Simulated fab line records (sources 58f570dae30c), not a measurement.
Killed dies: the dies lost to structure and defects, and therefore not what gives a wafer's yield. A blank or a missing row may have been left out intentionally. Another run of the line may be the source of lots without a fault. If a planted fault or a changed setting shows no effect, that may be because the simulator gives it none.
Split-lot trial :: flow berkeley_cmos170 :: on a route of 331 steps: 5 lots, 23 wafers read

SPLIT DETAILS
At UCB170_M2_SPUTTER_01 (material Al, target thk 900 nm, time 120 s), the setting time_s was moved away from the recipe's 120 s on 11 of the 23 wafers read, by -9.2% to +10.6%. All remaining wafers had this setting at the recipe value.

FROM THE SPLIT TO THE READING: what the file shows between them, 4 steps
- UCB170_M2_RS_MEAS_02: measures by four-point-probe
- UCB170_M2_THK_MEAS_03: measures by xrf
- UCB170_M2_DEVELOP_14: develop time 45 s (also split here: dev_temp_c)
- UCB170_M2_ETCH_17: etches BARC in N2/H2

THE READING
oes_product_au, in a.u., at UCB170_M2_METAL_ETCH_18 (etches Al in Cl2/BCl3, stops on SiO2, target depth 1170 nm, time 195 s). Fault-free wafers of this fab line usually give 0.861 a.u., standard deviation 0.013 a.u.

wafer: L076.1
tool, chamber at the split: pvd_sputter-01, -
time_s as run, s: 113.7
against the recipe: -5.2%
oes_product_au, a.u.: 0.850
against lot-mates on the recipe: -0.009

wafer: L076.2
tool, chamber at the split: pvd_sputter-01, -
time_s as run, s: 113.7
against the recipe: -5.2%
oes_product_au, a.u.: 0.843
against lot-mates on the recipe: -0.016

wafer: L076.3
tool, chamber at the split: pvd_sputter-01, -
time_s as run, s: 120
against the recipe: recipe
oes_product_au, a.u.: 0.853
against lot-mates on the recipe: -

wafer: L076.4
tool, chamber at the split: pvd_sputter-01, -
time_s as run, s: 113.7
against the recipe: -5.2%
oes_product_au, a.u.: 0.836
against lot-mates on the recipe: -0.023

wafer: L076.5
tool, chamber at the split: pvd_sputter-01, -
time_s as run, s: 120
against the recipe: recipe
oes_product_au, a.u.: 0.865
against lot-mates on the recipe: -

wafer: L075.2
tool, chamber at the split: pvd_sputter-03, -
time_s as run, s: 120
against the recipe: recipe
oes_product_au, a.u.: 0.846
against lot-mates on the recipe: -

wafer: L075.3
tool, chamber at the split: pvd_sputter-03, -
time_s as run, s: 120
against the recipe: recipe
oes_product_au, a.u.: 0.875
against lot-mates on the recipe: -

wafer: L075.4
tool, chamber at the split: pvd_sputter-03, -
time_s as run, s: 132.7
against the recipe: +10.6%
oes_product_au, a.u.: 0.884
against lot-mates on the recipe: +0.026

wafer: L075.5
tool, chamber at the split: pvd_sputter-03, -
time_s as run, s: 120
against the recipe: recipe
oes_product_au, a.u.: 0.854
against lot-mates on the recipe: -

wafer: L075.6
tool, chamber at the split: pvd_sputter-03, -
time_s as run, s: 132.7
against the recipe: +10.6%
oes_product_au, a.u.: 0.900
against lot-mates on the recipe: +0.042

wafer: L077.2
tool, chamber at the split: pvd_sputter-01, -
time_s as run, s: 120
against the recipe: recipe
oes_product_au, a.u.: 0.861
against lot-mates on the recipe: -

wafer: L077.4
tool, chamber at the split: pvd_sputter-01, -
time_s as run, s: 120
against the recipe: recipe
oes_product_au, a.u.: 0.852
against lot-mates on the recipe: -

wafer: L077.6
tool, chamber at the split: pvd_sputter-01, -
time_s as run, s: 120
against the recipe: recipe
oes_product_au, a.u.: 0.862
against lot-mates on the recipe: -

wafer: L081.1
tool, chamber at the split: pvd_sputter-01, -
time_s as run, s: 130.9
against the recipe: +9.1%
oes_product_au, a.u.: 0.907
against lot-mates on the recipe: +0.048

wafer: L081.3
tool, chamber at the split: pvd_sputter-01, -
time_s as run, s: 130.9
against the recipe: +9.1%
oes_product_au, a.u.: 0.900
against lot-mates on the recipe: +0.041

wafer: L081.4
tool, chamber at the split: pvd_sputter-01, -
time_s as run, s: 130.9
against the recipe: +9.1%
oes_product_au, a.u.: 0.907
against lot-mates on the recipe: +0.048

wafer: L081.5
tool, chamber at the split: pvd_sputter-01, -
time_s as run, s: 120
against the recipe: recipe
oes_product_au, a.u.: 0.856
against lot-mates on the recipe: -

wafer: L081.6
tool, chamber at the split: pvd_sputter-01, -
time_s as run, s: 120
against the recipe: recipe
oes_product_au, a.u.: 0.863
against lot-mates on the recipe: -

wafer: L083.2
tool, chamber at the split: pvd_sputter-01, -
time_s as run, s: 109
against the recipe: -9.2%
oes_product_au, a.u.: 0.821
against lot-mates on the recipe: -0.044

wafer: L083.3
tool, chamber at the split: pvd_sputter-01, -
time_s as run, s: 120
against the recipe: recipe
oes_product_au, a.u.: 0.866
against lot-mates on the recipe: -

wafer: L083.4
tool, chamber at the split: pvd_sputter-01, -
time_s as run, s: 109
against the recipe: -9.2%
oes_product_au, a.u.: 0.808
against lot-mates on the recipe: -0.056

wafer: L083.5
tool, chamber at the split: pvd_sputter-01, -
time_s as run, s: 120
against the recipe: recipe
oes_product_au, a.u.: 0.863
against lot-mates on the recipe: -

wafer: L083.6
tool, chamber at the split: pvd_sputter-01, -
time_s as run, s: 109
against the recipe: -9.2%
oes_product_au, a.u.: 0.789
against lot-mates on the recipe: -0.076

FIT RESULTS
A straight line over all 23 wafers: oes_product_au changes by +0.00454 a.u. for each +1% of time_s; r = +0.93; the points scatter about the line by 0.011 a.u.
The same after taking each lot's own level away (the mean of its wafers on the recipe; 23 wafers): +0.00473 a.u. for each +1%; r = +0.93; scatter 0.011 a.u.
According to that fit, moving time_s by its largest amount changes the reading by 0.05 a.u.
Measured against the standard deviation above, the lots' own levels, which go from 0.8583 to 0.8645 a.u., span 0.5 times it.
The two slopes are in agreement: the lot-to-lot level therefore moves the slope only a little.
Check: +0.0529 a.u. against its lot-mates is what the line predicts for one of the wafers moved furthest among these (+10.6%) when that wafer is left out of the fit. It came out at +0.0257 a.u. against them.

OTHER SPLITS ON THESE WAFERS
These wafers also went through other splits before the reading. Each is held against what the fit with the lots' levels taken away leaves over:
other split on the same wafers: UCB170_M2_DEVELOP_14 dev_temp_c
wafers away from the commonest value: 9
r with oes_product_au (lot level and that fit taken away): +0.29

THE WHOLE CHAIN: every reading that the file lists as answering this split, in the file's order
step: UCB170_M2_SPUTTER_01
what it does: material Al, target thk 900 nm, time 120 s
reading: Al_of_M2_SPUTTER_01.thk_nm (the simulator's own value, which no gauge read)
change (the file's fit): +9.11 nm for each +1% of the setting
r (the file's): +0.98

step: UCB170_M2_RS_MEAS_02
what it does: measures by four-point-probe
reading: M2_AL_RS
change (the file's fit): -0.000321 for each +1% of the setting
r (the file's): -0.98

step: UCB170_M2_THK_MEAS_03
what it does: measures by xrf
reading: M2_AL_THK
change (the file's fit): +9.01 for each +1% of the setting
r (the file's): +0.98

step: UCB170_M2_METAL_ETCH_18
what it does: etches Al in Cl2/BCl3, stops on SiO2, target depth 1170 nm, time 195 s
reading: oes_product_au
change (the file's fit): +0.00453 a.u. for each +1% of the setting
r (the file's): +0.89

FILE'S OWN FIT
oes_product_au changes by +0.00453 a.u. for each +1% of time_s, r = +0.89.
